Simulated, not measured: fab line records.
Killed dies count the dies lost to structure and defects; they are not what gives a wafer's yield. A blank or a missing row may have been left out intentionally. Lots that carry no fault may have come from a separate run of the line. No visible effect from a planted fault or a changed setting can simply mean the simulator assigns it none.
What tool caused it?    flow rit_cmos    Sampling: 7 lots, 21 wafers, 2 of 202 route steps

## WHAT THE GAUGES READ, wafer by wafer
RIT_SPACER_THK_MEAS_04.
lot   measured     on             SPACER_NITRIDE_THK (nm)
L946  day 3 04:16  film_metro-01  250.3 248.9 248.3
L948  day 3 12:27  film_metro-04  248.7 249.0 249.7
L950  day 4 03:41  film_metro-03  250.0 249.6 247.7
L954  day 4 20:08  film_metro-04  250.5 249.7 252.1
L956  day 5 10:38  film_metro-01  249.3 248.0 249.4
L964  day 6 23:31  film_metro-01  205.1 204.1 204.9
L967  day 7 16:19  film_metro-04  251.9 252.4 250.9

## WHICH TOOL RAN EACH LOT (tool, then ch and the chambers of the sampled wafers, then the start)
lot   RIT_SPACER_CVD_03
L946  lpcvd-01 ch 0, day 3 02:21
L948  lpcvd-02 ch 0, day 3 10:32
L950  lpcvd-01 ch 0, day 4 01:47
L954  lpcvd-01 ch 1, day 4 18:13
L956  lpcvd-01 ch 0, day 5 08:43
L964  lpcvd-02 ch 1, day 6 21:35
L967  lpcvd-01 ch 1, day 7 14:24
- RIT_SPACER_CVD_03: deposits Si3N4 from SiH2Cl2/NH3, target thk 250 nm, time 3300 s.

## THE ANSWER, worked out from the rows above alone
Rule: the lots themselves supply what counts as usual. Put in order of their means at a reading, lots are off if they are a third of the lots or fewer, leave a main group of 4 or more, and stand apart from it by a gap of 3 or more times the standard deviation of the main group's means; of several such gaps the widest counts. The tables above print the reading to a certain number of digits; a main group whose means all agree to those digits is not used. Also off: a lot with no number at a reading for which 4 or more lots have one. The other lots that the step has rows for count as sound.
Off: L964, seen at RIT_SPACER_THK_MEAS_04 (SPACER_NITRIDE_THK). The main group has a mean of 249.8 nm with a standard deviation of 1.1.
If a tool, at a process step before that reading, ran all the lots that are off and no sound lot after the first of them, it fits. Those tools and the gauges at RIT_SPACER_THK_MEAS_04 are tried in the same way. 2 tools fit, lpcvd-02 at RIT_SPACER_CVD_03 and film_metro-01 at RIT_SPACER_THK_MEAS_04, so this cannot tell which one it is.

## WHAT THE SIMULATOR HAD INSERTED
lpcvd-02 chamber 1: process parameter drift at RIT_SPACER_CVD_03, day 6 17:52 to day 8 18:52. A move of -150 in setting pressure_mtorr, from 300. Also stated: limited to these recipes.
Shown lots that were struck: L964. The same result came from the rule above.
